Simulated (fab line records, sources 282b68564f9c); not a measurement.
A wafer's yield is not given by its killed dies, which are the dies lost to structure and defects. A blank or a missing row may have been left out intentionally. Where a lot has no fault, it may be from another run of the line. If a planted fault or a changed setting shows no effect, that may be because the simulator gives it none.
2 desks looking at one fault / flow rit_cmos / each desk holds nothing but its own numbers, with what lay behind them at the end

AT THE METROLOGY DESK
What the gauges read, lot by lot, whatever tool the lot ran on: means of the sampled wafers that have a number. Any lot whose mean is over 4 standard deviations away from the usual mean is out of limits and marked OUT; that distance is given in the brackets.
Columns: A = NLDD_TW at RIT_NLDD_TW_MEAS_10, usual 2481; B = PLDD_OVL at RIT_PLDD_OVL_MEAS_06, usual -0.9 nm
lot=L723; first seen here=day 2 19:34; A=2468; B=0.6
lot=L727; first seen here=day 4 00:58; A=2490; B=-1.2
lot=L736; first seen here=day 5 21:50; A=2466; B=-0.1
lot=L738; first seen here=day 6 05:31; A=2470; B=-0.8
lot=L746; first seen here=day 7 14:36; A=2481; B=0.0
lot=L745; first seen here=day 19 01:35; A=2461; B=-1.3
This desk's verdict: no lot among the 6 shows anything out of limits.

FOR THE TOOL OWNER'S DESK: implanter-01
The tool's own readings at RIT_PLDD_IMPLANT_08, given as means over the sampled wafers that have a number, one for each lot that went through this tool. Any lot whose mean is over 4 standard deviations away from the usual mean is out of limits and marked OUT; that distance is given in the brackets.
Columns: A = beam_energy_keV at RIT_PLDD_IMPLANT_08, usual 20.000; B = dose_ions_cm2 at RIT_PLDD_IMPLANT_08, usual 9e+14
lot=L723; first seen here=day 2 20:41; A=19.994; B=9e+14
lot=L736; first seen here=day 5 23:06; A=20.185 (+29) OUT; B=9e+14
lot=L738; first seen here=day 6 06:37; A=20.189 (+30) OUT; B=9e+14
This desk's finding: out of limits on L736, L738; first on L736, day 5 23:06 (beam_energy_keV at RIT_PLDD_IMPLANT_08). Within limits: L723.

PUT TOGETHER
At day 5 23:06, on L736, L738, the tool owner's desk was in a position to raise an alarm.
At the metrology desk, nothing out of limits was observed.
The metrology desk has L736, L738 on record, within its limits.
On implanter-01, each named lot ran RIT_PLDD_IMPLANT_08.

WHAT THE SIMULATOR HAD PUT IN
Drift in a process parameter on implanter-01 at RIT_PLDD_IMPLANT_08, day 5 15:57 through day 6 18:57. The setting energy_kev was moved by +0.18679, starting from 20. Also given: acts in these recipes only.
Shown lots that were struck: L736, L738.
How many hours passed from the start of the fault until each desk's first out-of-limits reading: the tool owner's desk, 7.
